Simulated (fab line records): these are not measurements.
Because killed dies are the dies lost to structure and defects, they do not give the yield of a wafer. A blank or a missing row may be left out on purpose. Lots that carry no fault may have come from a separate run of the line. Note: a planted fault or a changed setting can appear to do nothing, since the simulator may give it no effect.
Split-lot experiment    flow ritCmos    on a route of 202 steps: 5 lots, 23 wafers read

## ON THE SPLIT
At RIT_NSD_COAT_01 (resist thk 1000 nm), the setting spinRpm was moved away from the recipe's 3250 rpm on 8 of the 23 wafers read, by -4.1% to +6.8%. For the rest of the wafers, this setting stayed at what the recipe calls for.

## FROM THE SPLIT TO THE READING: what the file shows between them, 3 steps
- RIT_NSD_SOFTBAKE_02: time 60 s
- RIT_NSD_EXPOSE_03: exposes mask M9, target cd 40700 nm
- RIT_NSD_DEVELOP_05: develop time 50 s

## THE READING
NOVOLAK_of_NSD_COAT_01.thkNm (the simulator's own value, which no gauge read), in nm, at RIT_NSD_HARDBAKE_07 (time 60 s). The file gives no usual value for it. Across the 15 wafers here that went through the recipe, the average is 884.9 nm and the standard deviation 2.4 nm.

wafer   tool, chamber at the split  spinRpm as run, rpm  against the recipe  NOVOLAK_of_NSD_COAT_01.thkNm, nm  against lot-mates on the recipe
L078.1  lithoTrack-04, 0            3250                 recipe              889.3                             -
L078.2  lithoTrack-04, 0            3250                 recipe              887.4                             -
L078.3  lithoTrack-04, 0            3250                 recipe              887.4                             -
L078.5  lithoTrack-04, 0            3250                 recipe              886.2                             -
L078.6  lithoTrack-04, 0            3250                 recipe              888.6                             -
L080.1  lithoTrack-04, 0            3250                 recipe              884.2                             -
L080.5  lithoTrack-04, 0            3250                 recipe              884.2                             -
L080.6  lithoTrack-04, 0            3250                 recipe              885.9                             -
L081.1  lithoTrack-01, 0            3250                 recipe              880.9                             -
L081.2  lithoTrack-01, 0            3470                 +6.8%               852.5                             -29.2
L081.4  lithoTrack-01, 0            3470                 +6.8%               852.3                             -29.4
L081.5  lithoTrack-01, 0            3470                 +6.8%               855.2                             -26.5
L081.6  lithoTrack-01, 0            3250                 recipe              882.5                             -
L084.1  lithoTrack-04, 0            3250                 recipe              883.4                             -
L084.2  lithoTrack-04, 0            3118                 -4.1%               900.6                             +17.3
L084.3  lithoTrack-04, 0            3250                 recipe              883.3                             -
L084.4  lithoTrack-04, 0            3118                 -4.1%               902                               +18.7
L084.5  lithoTrack-04, 0            3118                 -4.1%               903.5                             +20.2
L085.1  lithoTrack-03, 0            3250                 recipe              884.4                             -
L085.2  lithoTrack-03, 0            3250                 recipe              882.8                             -
L085.4  lithoTrack-03, 0            3399                 +4.6%               866                               -17.4
L085.5  lithoTrack-03, 0            3399                 +4.6%               864.8                             -18.6
L085.6  lithoTrack-03, 0            3250                 recipe              883.1                             -

THE FIT
A straight line over all 23 wafers: NOVOLAK_of_NSD_COAT_01.thkNm changes by -4.48 nm for each +1% of spinRpm; r = -0.99; the points scatter about the line by 2.2 nm.
The same after taking each lot's own level away (the mean of its wafers on the recipe; 23 wafers): -4.26 nm for each +1%; r = -1.00; scatter 1.2 nm.
That fit puts the effect of the largest move of spinRpm on the reading at 29 nm.
The span of the lots' own levels, 881.70 to 887.78 nm, comes to 2.6 times the standard deviation stated above.
Consequently the slope shifts little with the lot-to-lot level, the two slopes agreeing.
Check: for one of the wafers moved furthest among these (+6.8%), held out of the fit, the line's prediction against its lot-mates is -28.3 nm. It came out at -29.2 nm against them.

## OTHER SPLITS APPLIED TO THESE WAFERS
Before the reading, these wafers also passed through other splits. Each is held against what the fit with the lots' levels taken away leaves over:
other split on the same wafers    wafers away from the commonest value  r with NOVOLAK_of_NSD_COAT_01.thkNm (lot level and that fit taken away)
RIT_ACTIVE_COAT_06 resistThkNm    9                                     -0.16
RIT_FOX2_OXIDATION_00 tempC       18                                    -0.17
RIT_PWELL_COAT_01 resistThkNm     6                                     +0.46
RIT_PWELL_IMPLANT_08 energyKev    8                                     +0.01
RIT_NRETRO_COAT_01 spinRpm        5                                     -0.15
RIT_NRETRO_IMPLANT_08 doseCm2     9                                     -0.03
RIT_PRETRO_IMPLANT_08 energyKev   6                                     -0.01
RIT_GATE_CLEAN_04 timeS           15                                    +0.20
RIT_GATE_DEVELOP_15 developTimeS  7                                     +0.00
RIT_PLDD_IMPLANT_08 doseCm2       7                                     -0.11

## THE WHOLE CHAIN: every reading that the file lists as answering this split, in the file's order
step                 what it does        reading                                                                        change (the file's fit)               r (the file's)
RIT_NSD_COAT_01      resist thk 1000 nm  NOVOLAK_of_NSD_COAT_01.thkNm (the simulator's own value, which no gauge read)  -4.81 nm for each +1% of the setting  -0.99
RIT_NSD_HARDBAKE_07  time 60 s           NOVOLAK_of_NSD_COAT_01.thkNm (the simulator's own value, which no gauge read)  -4.2 nm for each +1% of the setting   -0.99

## THE FILE'S OWN FIT
NOVOLAK_of_NSD_COAT_01.thkNm changes by -4.2 nm for each +1% of spinRpm, r = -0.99.
